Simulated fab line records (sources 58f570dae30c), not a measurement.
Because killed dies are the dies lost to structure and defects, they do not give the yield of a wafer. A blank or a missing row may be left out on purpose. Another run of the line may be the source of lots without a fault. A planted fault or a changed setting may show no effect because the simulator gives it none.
fab line records ; flow berkeleyCmos170 ; part 1 of 2: steps 1 to 30 of 40
[record] lots = 5; wafers = 15; lastDay = 14
route steps=331 shown V1@270 M2@271 V2@292 M3@309
lots untouched by any fault: they come from a run of this same line in which no faults occurred
startH: the number of hours between the record's first day and the start of the first shown wafer of the lot ; waitH: hours from the lot's prior step to this one ; " identical to the entry in the row above ; L1.1+2: a single row standing in for several wafers ; - either no value or no given start ; * or withheld: withheld ; < > ~ a bound
route shown NAME@n: NAME is a module with steps in the file, n the number in the route of the first one ; usual: mean/standard deviation of fault-free wafers ; same: alike in all rows ; chamber/n: place in a boat ; sites: each site's reading ; _std_site: standard deviation across them ; _edge_site: the outer-site mean with the inner-site mean subtracted ; radiusMm: for every site, how far away it sits from the centre of the wafer ; mask NAME#n: copy n ; behind: tool/chamber where the wafer was last shaped ; hold: reason for holding the lot/hours on hold/outcome of the hold ; device: the n, p or np transistor that did not switch ; end of line: tests run on the same wafers once the route is complete ; a step given without rows: its recipe and nothing more ; killed: at the first sort, the dies lost to defects and structure; wafer yield is something else ; map: a wafer's dies, marking killed ones x, the rest . and places with no die _
set.NAME: the run value of the setting; set.NAME@STEP: its run value at that earlier step ; model.NAME: the simulator's own value behind a step, which no gauge read
certain route steps with their lots: each step a table, each wafer a row
services: from which hour (startH, from the record's first day; less than 0 if before it) a tool's chamber was out of use, for how many hours, and why
[[steps]]
[step UCB170_V1_CD_MEAS_90]
[recipe] targetCdNm = 700
[usual] cdNm = 699.4/1.8
lot.wafer;tool;chamber;startH;waitH;cdNm
L074.2;cdSem-02;-;172.84;0.1;701.4
L074.3;cdSem-02;-;172.84;0.1;699.5
L074.6;cdSem-02;-;172.84;0.1;701.3
L076.1;cdSem-01;-;191.44;0.1;696.9
L076.2;cdSem-01;-;191.44;0.1;699.8
L076.4;cdSem-01;-;191.44;0.1;697.6
L091.4;cdSem-02;-;281.90;0.1;697.5
L091.5;cdSem-02;-;281.90;0.1;696.3
L091.6;cdSem-02;-;281.90;0.1;698.1
L092.2;cdSem-01;-;281.98;0.1;697.9
L092.5;cdSem-01;-;281.98;0.1;697.1
L092.6;cdSem-01;-;281.98;0.1;699.0
L097.2;cdSem-01;-;330.00;0.1;696.4
L097.3;cdSem-01;-;330.00;0.1;697.8
L097.6;cdSem-01;-;330.00;0.1;695.7
[step UCB170_M2_PRE_CLEAN_00]
[recipe] gas = Ar; precleanEtchTimeS = 60
lot.wafer;tool;chamber;startH;waitH
L074.2+3+6;pvdSputter-02;-;172.94;0.1
L076.1+2+4;pvdSputter-01;-;191.56;0.1
L091.4+5+6;pvdSputter-01;-;281.96;0.0
L092.2+5+6;pvdSputter-03;-;282.08;0.1
L097.2+3+6;pvdSputter-02;-;330.10;0.1
[step UCB170_M2_SPUTTER_01]
[recipe] material = Al; targetThkNm = 900; timeS = 116.7; powerW = 6000; chamberPressurePa = 0.5
[usual] cathodeDcPowerW = 6000.0/1.1; throttleValvePct = 30.4/1.1
lot.wafer;tool;chamber;startH;waitH;cathodeDcPowerW;throttleValvePct
L074.2;pvdSputter-02;-;173.00;0.0;6000.7;32.8
L074.3;pvdSputter-02;-;173.00;0.0;6001.8;30.3
L074.6;pvdSputter-02;-;173.00;0.0;5999.5;32.7
L076.1;pvdSputter-01;-;191.63;0.0;5999.9;31.5
L076.2;pvdSputter-01;-;191.63;0.0;6001.6;31.6
L076.4;pvdSputter-01;-;191.63;0.0;5998.8;29.4
L091.4;pvdSputter-01;-;282.03;0.0;6001.4;31.3
L091.5;pvdSputter-01;-;282.03;0.0;5998.8;31.6
L091.6;pvdSputter-01;-;282.03;0.0;5999.7;29.2
L092.2;pvdSputter-03;-;282.14;0.0;5999.9;29.5
L092.5;pvdSputter-03;-;282.14;0.0;5998.3;30.3
L092.6;pvdSputter-03;-;282.14;0.0;6002.1;31.7
L097.2;pvdSputter-02;-;330.17;0.0;5998.7;30.2
L097.3;pvdSputter-02;-;330.17;0.0;6000.4;32.9
L097.6;pvdSputter-02;-;330.17;0.0;5999.4;30.3
[step UCB170_M2_RS_MEAS_02]
[recipe] thkMeasGauge = four-point-probe; reads = Al_of_M2_SPUTTER_01
[usual] M2_AL_RS = 0.0332/0.0004
lot.wafer;tool;chamber;startH;waitH;M2_AL_RS[ohm/sq]
L074.2;filmMetro-01;-;173.11;0.1;0.0324
L074.3;filmMetro-01;-;173.11;0.1;0.0323
L074.6;filmMetro-01;-;173.11;0.1;0.0323
L076.1;filmMetro-02;-;191.71;0.0;0.0338
L076.2;filmMetro-02;-;191.71;0.0;0.0334
L076.4;filmMetro-02;-;191.71;0.0;0.0335
L091.4;filmMetro-01;-;282.17;0.1;0.0329
L091.5;filmMetro-01;-;282.17;0.1;0.0328
L091.6;filmMetro-01;-;282.17;0.1;0.0325
L092.2;filmMetro-03;-;282.25;0.1;0.0336
L092.5;filmMetro-03;-;282.25;0.1;0.0331
L092.6;filmMetro-03;-;282.25;0.1;0.0328
L097.2;filmMetro-03;-;330.27;0.1;0.0331
L097.3;filmMetro-03;-;330.27;0.1;0.0328
L097.6;filmMetro-03;-;330.27;0.1;0.0329
[step UCB170_M2_THK_MEAS_03]
[recipe] thkMeasGauge = xrf; reads = Al_of_M2_SPUTTER_01
[usual] M2_AL_THK = 878/13
lot.wafer;tool;chamber;startH;waitH;M2_AL_THK[nm]
L074.2;filmMetro-01;-;173.22;0.1;909
L074.3;filmMetro-01;-;173.22;0.1;913
L074.6;filmMetro-01;-;173.22;0.1;911
L076.1;filmMetro-02;-;191.83;0.1;862
L076.2;filmMetro-02;-;191.83;0.1;872
L076.4;filmMetro-02;-;191.83;0.1;859
L091.4;filmMetro-01;-;282.26;0.1;891
L091.5;filmMetro-01;-;282.26;0.1;896
L091.6;filmMetro-01;-;282.26;0.1;907
L092.2;filmMetro-03;-;282.36;0.1;868
L092.5;filmMetro-03;-;282.36;0.1;882
L092.6;filmMetro-03;-;282.36;0.1;887
L097.2;filmMetro-03;-;330.38;0.1;875
L097.3;filmMetro-03;-;330.38;0.1;883
L097.6;filmMetro-03;-;330.38;0.1;879
[step UCB170_M2_HMDS_04]
[recipe] primeTimeS = 60; primeTempC = 100
lot.wafer;tool;chamber;startH;waitH
L074.2+3+6;lithoTrack-02;0;173.29;0.1
L076.1+2+4;lithoTrack-01;0;191.89;0.1
L091.4+5+6;lithoTrack-02;0;282.36;0.1
L092.2+5+6;lithoTrack-04;0;282.43;0.1
L097.2+3+6;lithoTrack-04;0;330.46;0.1
[step UCB170_M2_COAT_05]
[recipe] resist = KrF; spinRpm = 1500; resistThkNm = 900
lot.wafer;tool;chamber;startH;waitH
L074.2+3+6;lithoTrack-02;0;173.44;0.1
L076.1+2+4;lithoTrack-01;0;192.04;0.1
L091.4+5+6;lithoTrack-02;0;282.51;0.1
L092.2+5+6;lithoTrack-04;0;282.58;0.1
L097.2+3+6;lithoTrack-04;0;330.61;0.1
[step UCB170_M2_SOFTBAKE_06]
[recipe] resist = KrF; tempC = 130; timeS = 60
lot.wafer;tool;chamber;startH;waitH
L074.2+3+6;lithoTrack-02;0;173.59;0.1
L076.1+2+4;lithoTrack-01;0;192.19;0.1
L091.4+5+6;lithoTrack-02;0;282.66;0.1
L092.2+5+6;lithoTrack-04;0;282.73;0.1
L097.2+3+6;lithoTrack-04;0;330.76;0.1
[step UCB170_M2_STRIP_07]
[recipe] chemistry = O2; powerW = 400; pressureMtorr = 3500; platenTempC = withheld; o2FlowSccm = 400; overashFraction = 0.5
[usual] chamberPressureMTorr = 3499.9/3; drypumpMotorCurrentA = 5.8/0.57; oesProductAu = 0.734/0.0042; stripTimeToEndpointS = 21.97/0.05
lot.wafer;tool;chamber;startH;waitH;chamberPressureMTorr;drypumpMotorCurrentA;oesProductAu;rfHoursCounterH;stripTimeToEndpointS
L074.2;plasmaAsher-02;1;173.72;0.1;3501.5;5.4;0.732;4;21.93
L074.3;plasmaAsher-02;0;173.72;0.1;3503.9;6.5;0.737;-;21.89
L074.6;plasmaAsher-02;1;173.72;0.1;3502.6;5.5;0.737;-;21.96
L076.1;plasmaAsher-03;0;192.34;0.1;3500.6;5.0;0.737;47;21.91
L076.2;plasmaAsher-03;1;192.34;0.1;3504.9;6.5;0.733;47;21.97
L076.4;plasmaAsher-03;0;192.34;0.1;3504.7;5.0;0.735;-;21.92
L091.4;plasmaAsher-02;0;282.77;0.1;3501.6;6.5;0.738;-;22.01
L091.5;plasmaAsher-02;1;282.77;0.1;3502.7;5.5;0.742;-;21.98
L091.6;plasmaAsher-02;0;282.77;0.1;3497.6;6.6;0.728;-;22.00
L092.2;plasmaAsher-03;0;282.86;0.1;3495.5;5.0;0.733;56;22.06
L092.5;plasmaAsher-03;0;282.86;0.1;3499.6;5.0;0.737;-;22.04
L092.6;plasmaAsher-03;1;282.86;0.1;3495.9;6.5;0.733;-;22.09
L097.2;plasmaAsher-03;0;330.88;0.1;3498.3;5.0;0.727;62;22.00
L097.3;plasmaAsher-03;1;330.88;0.1;3498.4;6.5;0.737;-;21.99
L097.6;plasmaAsher-03;0;330.88;0.1;3502.1;5.0;0.736;-;21.92
[step UCB170_M2_STRIP_08]
[recipe] chemistry = DMSO; tempC = 80; timeS = 600; material = KrF
lot.wafer;tool;chamber;startH;waitH
L074.2+3+6;wetBench-03;2;173.87;0.1
L076.1+2+4;wetBench-03;1;192.45;0.1
L091.4+5+6;wetBench-03;3;285.27;2.5
L092.2+5+6;wetBench-03;2;285.27;2.4
L097.2+3+6;wetBench-03;0;330.98;0.1
[step UCB170_M2_COAT_09]
[recipe] resist = BARC; tempC = withheld; timeS = withheld; spinRpm = 3000; resistThkNm = withheld
lot.wafer;tool;chamber;startH;waitH
L074.2+3+6;lithoTrack-02;0;174.07;0.0
L076.1+2+4;lithoTrack-01;0;192.63;0.0
L091.4+5+6;lithoTrack-02;0;285.56;0.1
L092.2+5+6;lithoTrack-04;0;285.87;0.4
L097.2+3+6;lithoTrack-01;0;331.23;0.1
[step UCB170_M2_COAT_10]
[recipe] resist = KrF; spinRpm = 1500; resistThkNm = 900
lot.wafer;tool;chamber;startH;waitH
L074.2+3+6;lithoTrack-02;0;-;-
L076.1+2+4;lithoTrack-01;0;-;-
L091.4+5+6;lithoTrack-02;0;-;-
L092.2+5+6;lithoTrack-04;0;-;-
L097.2+3+6;lithoTrack-01;0;-;-
[step UCB170_M2_SOFTBAKE_11]
[recipe] resist = KrF; tempC = 130; timeS = 60
lot.wafer;tool;chamber;startH;waitH
L074.2+3+6;lithoTrack-02;0;-;-
L076.1+2+4;lithoTrack-01;0;-;-
L091.4+5+6;lithoTrack-02;0;-;-
L092.2+5+6;lithoTrack-04;0;-;-
L097.2+3+6;lithoTrack-01;0;-;-
[step UCB170_M2_EXPOSE_12]
[recipe] maskId = METAL2; targetCdNm = 700; na = 0.5; sigmaOuter = 0.6; sourceShape = conventional; doseMj = 26
lot.wafer;tool;chamber;startH;waitH;mask
L074.2+3+6;krfScanner-01;0;174.51;-;METAL2#0
L076.1+2+4;krfScanner-02;0;193.20;-;METAL2#0
L091.4+5+6;krfScanner-02;0;286.39;-;METAL2#0
L092.2+5+6;krfScanner-01;0;286.59;-;METAL2#0
L097.2+3+6;krfScanner-01;0;331.84;-;METAL2#0
[step UCB170_M2_PEB_13]
[recipe] pebTempC = 130.5; pebTimeS = withheld; resist = KrF
lot.wafer;tool;chamber;startH;waitH
L074.2+3+6;lithoTrack-02;0;174.86;0.3
L076.1+2+4;lithoTrack-04;0;193.52;0.3
L091.4+5+6;lithoTrack-01;0;286.52;0.1
L092.2+5+6;lithoTrack-04;0;286.72;0.1
L097.2+3+6;lithoTrack-02;0;331.98;0.1
[step UCB170_M2_DEVELOP_14]
[recipe] developer = TMAH; developTimeS = 45; resist = KrF; devTempC = 21
[usual] developerTempC = 21.02/0.11
lot.wafer;tool;chamber;startH;waitH;developerTempC
L074.2;lithoTrack-02;0;-;-;20.99
L074.3;lithoTrack-02;0;-;-;20.97
L074.6;lithoTrack-02;0;-;-;20.95
L076.1;lithoTrack-04;0;-;-;21.08
L076.2;lithoTrack-04;0;-;-;21.08
L076.4;lithoTrack-04;0;-;-;21.08
L091.4;lithoTrack-01;0;-;-;21.14
L091.5;lithoTrack-01;0;-;-;20.99
L091.6;lithoTrack-01;0;-;-;20.97
L092.2;lithoTrack-04;0;-;-;21.02
L092.5;lithoTrack-04;0;-;-;21.09
L092.6;lithoTrack-04;0;-;-;21.01
L097.2;lithoTrack-02;0;-;-;20.88
L097.3;lithoTrack-02;0;-;-;20.84
L097.6;lithoTrack-02;0;-;-;20.89
[step UCB170_M2_CD_MEAS_15]
[recipe] targetCdNm = 700
[usual] cdNm = 699.8/1.1
lot.wafer;tool;chamber;startH;waitH;cdNm
L074.2;cdSem-01;-;175.13;-;699.8
L074.3;cdSem-01;-;175.13;-;700.3
L074.6;cdSem-01;-;175.13;-;699.2
L076.1;cdSem-02;-;193.80;-;701.4
L076.2;cdSem-02;-;193.80;-;700.9
L076.4;cdSem-02;-;193.80;-;700.9
L091.4;cdSem-01;-;286.79;-;697.9
L091.5;cdSem-01;-;286.79;-;699.1
L091.6;cdSem-01;-;286.79;-;699.0
L092.2;cdSem-01;-;286.99;-;697.2
L092.5;cdSem-01;-;286.99;-;699.4
L092.6;cdSem-01;-;286.99;-;698.0
L097.2;cdSem-01;-;332.25;-;698.7
L097.3;cdSem-01;-;332.25;-;699.0
L097.6;cdSem-01;-;332.25;-;698.2
[step UCB170_M2_OVL_MEAS_16]
[usual] M2_OVL = 4/5.1
lot.wafer;tool;chamber;startH;waitH;M2_OVL[nm]
L074.2;overlay-02;-;175.23;0.1;4
L074.3;overlay-02;-;175.23;0.1;8
L074.6;overlay-02;-;175.23;0.1;12
L076.1;overlay-02;-;193.92;0.1;3
L076.2;overlay-02;-;193.92;0.1;8
L076.4;overlay-02;-;193.92;0.1;12
L091.4;overlay-01;-;286.87;0.1;-5
L091.5;overlay-01;-;286.87;0.1;-1
L091.6;overlay-01;-;286.87;0.1;-7
L092.2;overlay-02;-;287.09;0.1;0
L092.5;overlay-02;-;287.09;0.1;5
L092.6;overlay-02;-;287.09;0.1;0
L097.2;overlay-02;-;332.36;0.1;11
L097.3;overlay-02;-;332.36;0.1;5
L097.6;overlay-02;-;332.36;0.1;12
[step UCB170_M2_ETCH_17]
[recipe] chemistry = N2/H2; targetDepthA = withheld; overetchA = withheld; target = BARC; timeS = withheld; sourceW = 500; biasW = 100; pressureMtorr = 30; n2FlowSccm = 100; h2FlowSccm = 200
[usual] chamberPressureMTorr = 30.001/0.027; drypumpMotorCurrentA = 5.78/0.25; oesProductAu = 1.009/0.024; throttleValvePct = 13.25/0.18
lot.wafer;tool;chamber;startH;waitH;chamberPressureMTorr;drypumpMotorCurrentA;oesProductAu;throttleValvePct
L074.2;rieDiel-04;0;175.26;0.0;29.994;5.66;0.983;12.98
L074.3;rieDiel-04;1;175.26;0.0;30.024;5.88;0.982;13.16
L074.6;rieDiel-04;1;175.26;0.0;30.023;5.88;0.980;13.15
L076.1;rieDiel-04;2;193.95;0.0;30.006;5.99;1.033;13.39
L076.2;rieDiel-04;0;193.95;0.0;29.970;5.72;0.985;12.97
L076.4;rieDiel-04;3;193.95;0.0;30.004;5.69;1.033;13.43
L091.4;rieDiel-03;0;286.88;0.0;30.032;6.07;1.009;13.31
L091.5;rieDiel-03;1;286.88;0.0;30.027;5.40;1.011;13.36
L091.6;rieDiel-03;2;286.88;0.0;30.017;4.82;1.022;13.18
L092.2;rieDiel-01;1;287.12;0.0;29.982;5.87;1.019;13.31
L092.5;rieDiel-01;0;287.12;0.0;30.042;5.80;1.012;13.36
L092.6;rieDiel-01;1;287.12;0.0;30.018;5.88;1.009;13.32
L097.2;rieDiel-01;1;332.39;0.0;29.987;5.85;1.010;13.30
L097.3;rieDiel-01;0;332.39;0.0;29.998;5.79;1.016;13.38
L097.6;rieDiel-01;3;332.39;0.0;29.999;6.14;1.044;12.96
[step UCB170_M2_METAL_ETCH_18]
[recipe] chemistry = Cl2/BCl3; target = Al; stopOn = SiO2; pressureMtorr = 12; targetDepthA = 11700; overEtchFrac = 0.3; timeS = 195; icpW = 600; biasW = 120; Cl2_flow_sccm = 90; bcl3FlowSccm = 45
[usual] chamberPressureMTorr = 11.999/0.011; drypumpMotorCurrentA = 5.3/0.39; heBacksideLeakSccm = 3.39/0.26; mfcCl2Sccm = 90.01/0.28; oesProductAu = 0.839/0.013; throttleValvePct = 24.50/0.19
lot.wafer;tool;chamber;startH;waitH;chamberPressureMTorr;drypumpMotorCurrentA;heBacksideLeakSccm;mfcCl2Sccm;oesProductAu;rfHoursCounterH;throttleValvePct
L074.2;rieMetal-01;0;175.31;-;12.003;4.8;3.13;90.03;0.857;10;24.64
L074.3;rieMetal-01;0;175.31;-;11.997;4.8;3.40;90.18;0.860;-;24.63
L074.6;rieMetal-01;1;175.31;-;12.003;4.9;3.48;89.85;0.846;-;24.56
L076.1;rieMetal-02;1;194.00;-;11.989;5.9;3.06;89.80;0.854;2;24.78
L076.2;rieMetal-02;0;194.00;-;11.985;5.5;3.22;89.91;0.835;12;24.59
L076.4;rieMetal-02;0;194.00;-;11.986;5.5;3.28;90.18;0.835;-;24.61
L091.4;rieMetal-02;0;286.99;-;11.994;5.5;3.05;89.96;0.846;-;24.61
L091.5;rieMetal-02;0;286.99;-;11.985;5.5;3.27;90.37;0.846;-;24.60
L091.6;rieMetal-02;1;286.99;-;11.992;5.9;3.23;90.12;0.885;-;24.76
L092.2;rieMetal-04;0;287.16;-;12.003;5.2;3.43;90.10;0.818;9;24.19
L092.5;rieMetal-04;0;287.16;-;11.990;5.2;3.38;90.10;0.835;-;24.20
L092.6;rieMetal-04;1;287.16;-;12.004;5.8;3.35;89.97;0.843;-;24.31
L097.2;rieMetal-04;0;332.43;-;11.988;5.2;3.39;89.39;0.829;10;24.20
L097.3;rieMetal-04;1;332.43;-;12.010;5.8;3.11;90.04;0.833;-;24.31
L097.6;rieMetal-04;0;332.43;-;12.004;5.2;3.38;89.95;0.832;-;24.20
[step UCB170_M2_STRIP_19]
[recipe] chemistry = O2; powerW = 400; pressureMtorr = 3500; platenTempC = withheld; o2FlowSccm = 400; overashFraction = 0.5
[usual] chamberPressureMTorr = 3500/3.2; drypumpMotorCurrentA = 5.8/0.58; oesProductAu = 0.541/0.029
lot.wafer;tool;chamber;startH;waitH;chamberPressureMTorr;drypumpMotorCurrentA;oesProductAu;rfHoursCounterH
L074.2;plasmaAsher-02;0;175.49;0.1;3499;6.5;0.590;5
L074.3;plasmaAsher-02;1;175.49;0.1;3502;5.5;0.594;-
L074.6;plasmaAsher-02;0;175.49;0.1;3500;6.6;0.532;-
L076.1;plasmaAsher-03;0;194.18;0.1;3495;5.0;0.494;47
L076.2;plasmaAsher-03;1;194.18;0.1;3503;6.5;0.537;47
L076.4;plasmaAsher-03;1;194.18;0.1;3498;6.5;0.532;-
L091.4;plasmaAsher-03;1;287.15;0.1;3500;6.5;0.515;-
L091.5;plasmaAsher-03;1;287.15;0.1;3496;6.5;0.526;-
L091.6;plasmaAsher-03;0;287.15;0.1;3501;5.0;0.489;-
L092.2;plasmaAsher-02;0;287.35;0.1;3504;6.6;0.543;15
L092.5;plasmaAsher-02;1;287.35;0.1;3499;5.5;0.540;-
L092.6;plasmaAsher-02;0;287.35;0.1;3497;6.6;0.558;-
L097.2;plasmaAsher-02;1;332.62;0.1;3499;5.5;0.532;21
L097.3;plasmaAsher-02;0;332.62;0.1;3503;6.5;0.563;-
L097.6;plasmaAsher-02;0;332.62;0.1;3503;6.5;0.529;-
[step UCB170_M2_CD_MEAS_90]
[recipe] targetCdNm = 700
[usual] cdNm = 702/4.3
lot.wafer;tool;chamber;startH;waitH;cdNm
L074.2;cdSem-02;-;175.61;0.1;697
L074.3;cdSem-02;-;175.61;0.1;700
L074.6;cdSem-02;-;175.61;0.1;703
L076.1;cdSem-01;-;194.28;0.1;692
L076.2;cdSem-01;-;194.28;0.1;699
L076.4;cdSem-01;-;194.28;0.1;701
L091.4;cdSem-02;-;287.27;0.1;697
L091.5;cdSem-02;-;287.27;0.1;699
L091.6;cdSem-02;-;287.27;0.1;696
L092.2;cdSem-01;-;287.47;0.1;704
L092.5;cdSem-01;-;287.47;0.1;705
L092.6;cdSem-01;-;287.47;0.1;707
L097.2;cdSem-02;-;332.74;0.1;705
L097.3;cdSem-02;-;332.74;0.1;708
L097.6;cdSem-02;-;332.74;0.1;702
[step UCB170_V2_CVD_00]
[recipe] material = SiO2; targetThkNm = 2000; tempC = 390; precursor = TEOS/O2; timeS = 250; rfW = 550; pressureMtorr = 9000
[usual] heaterPowerW = 267/79
lot.wafer;tool;chamber;startH;waitH;heaterPowerW
L074.2;pecvd-02;1;175.71;0.1;272
L074.3;pecvd-02;1;175.71;0.1;214
L074.6;pecvd-02;1;175.71;0.1;290
L076.1;pecvd-01;0;194.40;0.1;418
L076.2;pecvd-01;2;194.40;0.1;307
L076.4;pecvd-01;1;194.40;0.1;193
L091.4;pecvd-01;1;287.41;0.1;190
L091.5;pecvd-01;2;287.41;0.1;331
L091.6;pecvd-01;0;287.41;0.1;436
L092.2;pecvd-02;1;287.57;0.1;249
L092.5;pecvd-02;1;287.57;0.1;302
L092.6;pecvd-02;2;287.57;0.1;177
L097.2;pecvd-03;2;332.84;0.1;246
L097.3;pecvd-03;0;332.84;0.1;252
L097.6;pecvd-03;2;332.84;0.1;193
[step UCB170_V2_THK_MEAS_01]
[recipe] reads = SiO2_of_V2_CVD_00
[usual] V2_TEOS_THK = 1995/34
lot.wafer;tool;chamber;startH;waitH;V2_TEOS_THK[nm]
L074.2;filmMetro-01;-;175.96;0.2;1970
L074.3;filmMetro-01;-;175.96;0.2;2008
L074.6;filmMetro-01;-;175.96;0.2;2001
L076.1;filmMetro-04;-;194.56;0.1;1987
L076.2;filmMetro-04;-;194.56;0.1;1956
L076.4;filmMetro-04;-;194.56;0.1;1972
L091.4;filmMetro-01;-;287.52;0.0;1980
L091.5;filmMetro-01;-;287.52;0.0;1985
L091.6;filmMetro-01;-;287.52;0.0;1986
L092.2;filmMetro-04;-;287.74;0.1;1964
L092.5;filmMetro-04;-;287.74;0.1;2012
L092.6;filmMetro-04;-;287.74;0.1;2006
L097.2;filmMetro-02;-;333.00;0.1;1975
L097.3;filmMetro-02;-;333.00;0.1;1937
L097.6;filmMetro-02;-;333.00;0.1;1979
[step UCB170_V2_CMP_02]
[recipe] material = SiO2; downForcePsi = 6; platenRpm = 60; padVelocityMS = 0.75398
[usual] motorCurrentA = 16.6/1.9
lot.wafer;tool;chamber;startH;waitH;motorCurrentA
L074.3;cmp-02;0;176.01;0.0;18.2
L074.2;cmp-02;2;176.01;0.0;14.7
L074.6;cmp-02;0;176.01;0.0;18.1
L076.4;cmp-01;0;194.62;0.0;15.3
L076.2;cmp-01;1;194.62;0.0;19.5
L076.1;cmp-01;2;194.62;0.0;18.3
L091.4;cmp-02;2;287.60;0.1;14.1
L091.6;cmp-02;1;287.60;0.1;16.4
L091.5;cmp-02;2;287.60;0.1;14.1
L092.2;cmp-01;0;287.94;0.2;14.5
L092.6;cmp-01;1;287.94;0.2;19.4
L092.5;cmp-01;2;287.94;0.2;19.1
L097.2;cmp-01;1;333.05;0.0;20.0
L097.3;cmp-01;3;333.05;0.0;16.2
L097.6;cmp-01;2;333.05;0.0;18.0
[step UCB170_V2_BOW_MEAS_03]
[recipe] mode = bow
[usual] V2_BOW = 38/6.8
lot.wafer;tool;chamber;startH;waitH;V2_BOW[um]
L074.2;filmMetro-04;-;176.33;0.2;42
L074.3;filmMetro-04;-;176.33;0.2;32
L074.6;filmMetro-04;-;176.33;0.2;30
L076.1;filmMetro-04;-;194.92;0.1;27
L076.2;filmMetro-04;-;194.92;0.1;31
L076.4;filmMetro-04;-;194.92;0.1;29
L091.4;filmMetro-04;-;287.91;0.3;42
L091.5;filmMetro-04;-;287.91;0.3;40
L091.6;filmMetro-04;-;287.91;0.3;40
L092.2;filmMetro-02;-;288.11;0.1;37
L092.5;filmMetro-02;-;288.11;0.1;40
L092.6;filmMetro-02;-;288.11;0.1;36
L097.2;filmMetro-02;-;333.37;0.3;42
L097.3;filmMetro-02;-;333.37;0.3;42
L097.6;filmMetro-02;-;333.37;0.3;47
[step UCB170_V2_THK_MEAS_04]
[recipe] reads = SiO2_of_V2_CVD_00
[usual] V2_POLISHED_THK = 1000.1/1.3
lot.wafer;tool;chamber;startH;waitH;V2_POLISHED_THK[nm]
L074.2;filmMetro-04;-;176.44;0.1;1000.6
L074.3;filmMetro-04;-;176.44;0.1;1000.4
L074.6;filmMetro-04;-;176.44;0.1;999.7
L076.1;filmMetro-04;-;195.04;0.1;998.9
L076.2;filmMetro-04;-;195.04;0.1;999.2
L076.4;filmMetro-04;-;195.04;0.1;999.4
L091.4;filmMetro-04;-;288.00;0.1;1000.6
L091.5;filmMetro-04;-;288.00;0.1;1000.6
L091.6;filmMetro-04;-;288.00;0.1;999.1
L092.2;filmMetro-02;-;288.22;0.1;998.5
L092.5;filmMetro-02;-;288.22;0.1;999.8
L092.6;filmMetro-02;-;288.22;0.1;998.2
L097.2;filmMetro-02;-;333.48;0.1;997.7
L097.3;filmMetro-02;-;333.48;0.1;1002.2
L097.6;filmMetro-02;-;333.48;0.1;999.7
[step UCB170_V2_CLEAN_05]
[recipe] chemistry = DIW
lot.wafer;tool;chamber;startH;waitH
L074.2+3+6;wetBench-03;0;176.50;0.1
L076.1+2+4;wetBench-03;3;195.10;0.1
L091.4+5+6;wetBench-03;3;288.11;0.1
L092.2+5+6;wetBench-03;0;288.32;0.1
L097.2+3+6;wetBench-02;0;333.57;0.1
[step UCB170_V2_HMDS_06]
[recipe] primeTimeS = 60; primeTempC = 100
lot.wafer;tool;chamber;startH;waitH
L074.2+3+6;lithoTrack-03;0;177.33;0.7
L076.1+2+4;lithoTrack-04;0;195.27;0.0
L091.4+5+6;lithoTrack-04;0;288.45;0.1
L092.2+5+6;lithoTrack-01;0;288.55;0.0
L097.2+3+6;lithoTrack-01;0;333.79;0.0
[step UCB170_V2_COAT_07]
[recipe] resist = KrF; spinRpm = 1500; resistThkNm = 900
lot.wafer;tool;chamber;startH;waitH
L074.2+3+6;lithoTrack-03;0;177.48;0.1
L076.1+2+4;lithoTrack-04;0;195.42;0.1
L091.4+5+6;lithoTrack-04;0;288.60;0.1
L092.2+5+6;lithoTrack-01;0;288.70;0.1
L097.2+3+6;lithoTrack-01;0;333.94;0.1
